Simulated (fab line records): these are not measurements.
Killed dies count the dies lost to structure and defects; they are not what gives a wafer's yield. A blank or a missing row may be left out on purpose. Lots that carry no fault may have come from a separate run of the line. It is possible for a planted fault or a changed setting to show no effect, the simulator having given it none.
Which tool was responsible? || flow rit-cmos || route of 202 steps, sampled at 1 step: 7 lots, 21 wafers

## WHAT THE GAUGES READ, wafer by wafer
RIT_SDANNEAL_RS_MEAS_06: the measuring method here is four-point-probe.
{"lot": "L311", "measured": "day 3 18:35", "on": "film-metro-03", "PLDD_RS (ohm/sq)": "179.3 179.4 179.1"}
{"lot": "L314", "measured": "day 4 01:56", "on": "film-metro-04", "PLDD_RS (ohm/sq)": "179.3 179.1 179.4"}
{"lot": "L316", "measured": "day 4 12:29", "on": "film-metro-03", "PLDD_RS (ohm/sq)": "178.6 178.4 178.2"}
{"lot": "L319", "measured": "day 5 04:24", "on": "film-metro-03", "PLDD_RS (ohm/sq)": "179.1 178.7 179.2"}
{"lot": "L325", "measured": "day 6 10:44", "on": "film-metro-03", "PLDD_RS (ohm/sq)": "179.1 179.2 179.3"}
{"lot": "L330", "measured": "day 7 07:29", "on": "film-metro-04", "PLDD_RS (ohm/sq)": "180.0 179.6 179.8"}
{"lot": "L332", "measured": "day 7 22:05", "on": "film-metro-04", "PLDD_RS (ohm/sq)": "179.2 179.5 179.1"}

## TOOL THAT RAN EACH LOT (tool first, then ch and the chambers of the sampled wafers, then the start)
The record shows no process step preceding these readings.

## THE ANSWER, worked out from the rows above alone
Rule: the usual values come from the lots themselves. Put in order of their means at a reading, lots are off if they are a third of the lots or fewer, leave a main group of 4 or more, and stand apart from it by a gap of 3 or more times the standard deviation of the main group's means; of several such gaps the widest counts. If all means in a main group match to the digits the tables above print for the reading, that group is not used. Also off: a lot with no number at a reading for which 4 or more lots have one. Any other lot the step has rows for is counted as sound.
None of the lots is off at any reading shown; this tells nothing.

## WHAT THE SIMULATOR PUT IN
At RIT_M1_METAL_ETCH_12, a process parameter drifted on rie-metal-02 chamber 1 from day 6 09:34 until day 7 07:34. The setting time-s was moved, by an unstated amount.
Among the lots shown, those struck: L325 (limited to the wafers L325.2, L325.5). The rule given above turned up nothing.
